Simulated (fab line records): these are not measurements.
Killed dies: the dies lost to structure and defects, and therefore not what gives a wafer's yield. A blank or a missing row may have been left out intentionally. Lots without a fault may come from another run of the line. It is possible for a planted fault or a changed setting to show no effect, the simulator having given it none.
Which tool did it? / flow ritCmos / at 1 step of a route of 202, 7 lots with 21 wafers sampled

WHAT THE GAUGES READ, wafer by wafer
RIT_SDANNEAL_RS_MEAS_06: uses a four-point probe to measure.
lot=L817; measured=day 4 01:53; on=filmMetro-02; PLDD_RS (ohm/sq)=178.0 177.6 178.1
lot=L819; measured=day 4 09:58; on=filmMetro-04; PLDD_RS (ohm/sq)=178.1 177.3 177.5
lot=L822; measured=day 5 08:17; on=filmMetro-01; PLDD_RS (ohm/sq)=178.0 177.9 178.3
lot=L824; measured=day 5 16:04; on=filmMetro-02; PLDD_RS (ohm/sq)=177.2 177.5 177.4
lot=L826; measured=day 5 20:13; on=filmMetro-01; PLDD_RS (ohm/sq)=177.7 177.8 177.8
lot=L831; measured=day 6 21:05; on=filmMetro-01; PLDD_RS (ohm/sq)=177.4 177.6 177.5
lot=L833; measured=day 7 06:04; on=filmMetro-02; PLDD_RS (ohm/sq)=177.7 177.5 177.9

WHAT TOOL EACH LOT RAN ON (gives the tool, then ch and the chambers of the sampled wafers, and finally the start)
No process step before these readings appears in the record.

THE ANSWER, worked out from the rows above alone
Rule: the lots themselves supply what counts as usual. Put in order of their means at a reading, lots are off if they are a third of the lots or fewer, leave a main group of 4 or more, and stand apart from it by a gap of 3 or more times the standard deviation of the main group's means; of several such gaps the widest counts. A main group whose means are all the same, to the digits that the tables above print for the reading, isn't used. A lot without any number at a reading at which 4 lots or more have one is off too. Any other lot the step has rows for is counted as sound.
No lot is off on any of the readings shown, so nothing can be concluded from this.

WHAT HAD BEEN PUT IN BY THE SIMULATOR
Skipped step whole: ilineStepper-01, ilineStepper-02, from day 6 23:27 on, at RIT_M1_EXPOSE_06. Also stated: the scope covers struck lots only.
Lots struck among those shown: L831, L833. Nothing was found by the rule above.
